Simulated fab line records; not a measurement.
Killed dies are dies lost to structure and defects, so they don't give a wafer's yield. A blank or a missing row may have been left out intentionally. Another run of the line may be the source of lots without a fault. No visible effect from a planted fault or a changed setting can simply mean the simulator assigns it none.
Tool commonality check ; flow rit_cmos ; Sampled: 14 lots, 42 wafers

== WHY IT WAS OPENED ==
RIT_GATE_THK_MEAS_09, reading GATE_POLY_THK: flagged on 2 of 14 lots. Fault-free wafers read 249.3 nm, with a standard deviation of 2.3.
Rule: a lot is flagged when every wafer of it that has a number lies more than 4 standard deviations from that mean, or none has a number. The rest of the lots are taken to be sound.

lot;measured;on;GATE_POLY_THK (nm), wafer by wafer;flag
L729;day 2 11:52;film_metro-04;250.9 249.3 249.3;
L730;day 2 18:43;film_metro-01;252.0 251.2 251.0;
L731;day 2 21:37;film_metro-04;252.9 252.2 254.9;
L733;day 3 07:19;film_metro-04;250.9 250.1 252.1;
L734;day 3 12:23;film_metro-01;250.2 250.8 250.1;
L735;day 3 18:26;film_metro-04;248.9 245.8 252.0;
L738;day 4 08:18;film_metro-01;249.5 249.0 248.3;
L739;day 4 13:09;film_metro-03;253.6 253.7 253.2;
L740;day 4 19:28;film_metro-01;246.9 246.0 246.0;
L743;day 5 10:37;film_metro-04;247.2 247.5 246.8;
L744;day 5 16:11;film_metro-04;270.9 271.4 270.2;FLAGGED
L747;day 6 06:37;film_metro-03;270.7 271.6 269.5;FLAGGED
L749;day 6 16:38;film_metro-01;251.2 253.4 249.2;
L752;day 7 05:58;film_metro-01;248.0 248.4 247.9;
The mean of the flagged lots' numbers is 270.7 nm, +21.4 nm from the usual (+9 standard deviations).

== EACH LOT AND THE TOOL IT RAN ON ==
The record holds 1 process step before the reading, out of a route of 202 steps. Cell contents, in order: the tool; ch with the chambers the sampled wafers went through; the start.
lot;flag;RIT_GATE_CVD_08
L729;;lpcvd-02 ch 1, day 2 10:14
L730;;lpcvd-01 ch 0, day 2 17:05
L731;;lpcvd-01 ch 1, day 2 20:00
L733;;lpcvd-01 ch 0, day 3 05:41
L734;;lpcvd-01 ch 0, day 3 10:46
L735;;lpcvd-01 ch 0, day 3 16:49
L738;;lpcvd-01 ch 0, day 4 06:40
L739;;lpcvd-01 ch 0, day 4 11:32
L740;;lpcvd-02 ch 0, day 4 17:51
L743;;lpcvd-02 ch 0, day 5 09:00
L744;FLAGGED;lpcvd-02 ch 1, day 5 13:46
L747;FLAGGED;lpcvd-02 ch 0, day 6 04:11
L749;;lpcvd-01 ch 1, day 6 14:59
L752;;lpcvd-01 ch 1, day 7 04:20
These steps, and what they do:
- RIT_GATE_CVD_08: deposits poly-Si from SiH4, target thk 250 nm, time 2220 s.
- RIT_GATE_THK_MEAS_09

== FLAGGED OVER TOTAL, TOOL BY TOOL (the gauges that took the reading come last) ==
step;tool;lots run;flagged;share of the flagged lots;sound lots run after its first flagged lot
RIT_GATE_CVD_08;lpcvd-01;9;0;none;-
RIT_GATE_CVD_08;lpcvd-02;5;2;all;0
RIT_GATE_THK_MEAS_09;film_metro-01;6;0;none;-
RIT_GATE_THK_MEAS_09;film_metro-03;2;1;some;0
RIT_GATE_THK_MEAS_09;film_metro-04;6;1;some;0

== THE TABLE: WHAT IT ALLOWS ==
All flagged lots share 1 row of the table, namely lpcvd-02 at RIT_GATE_CVD_08.
- lpcvd-02 at RIT_GATE_CVD_08 ran 5 lots, 2 of them flagged. Its last sound lot is L743 (day 5 09:00), its first flagged lot L744 (day 5 13:46): a fault that began between those two fits. Its own readings lie more than 4 standard deviations out on every wafer of the flagged lots: pressure_mtorr.
Just one tool remains: lpcvd-02 at RIT_GATE_CVD_08.

== WHAT THE SIMULATOR PUT IN ==
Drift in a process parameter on lpcvd-02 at RIT_GATE_CVD_08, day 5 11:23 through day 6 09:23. From 300, the setting pressure_mtorr moved by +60. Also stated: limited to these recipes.
Lots struck among those shown: L744, L747. This agrees with what the rule above found.
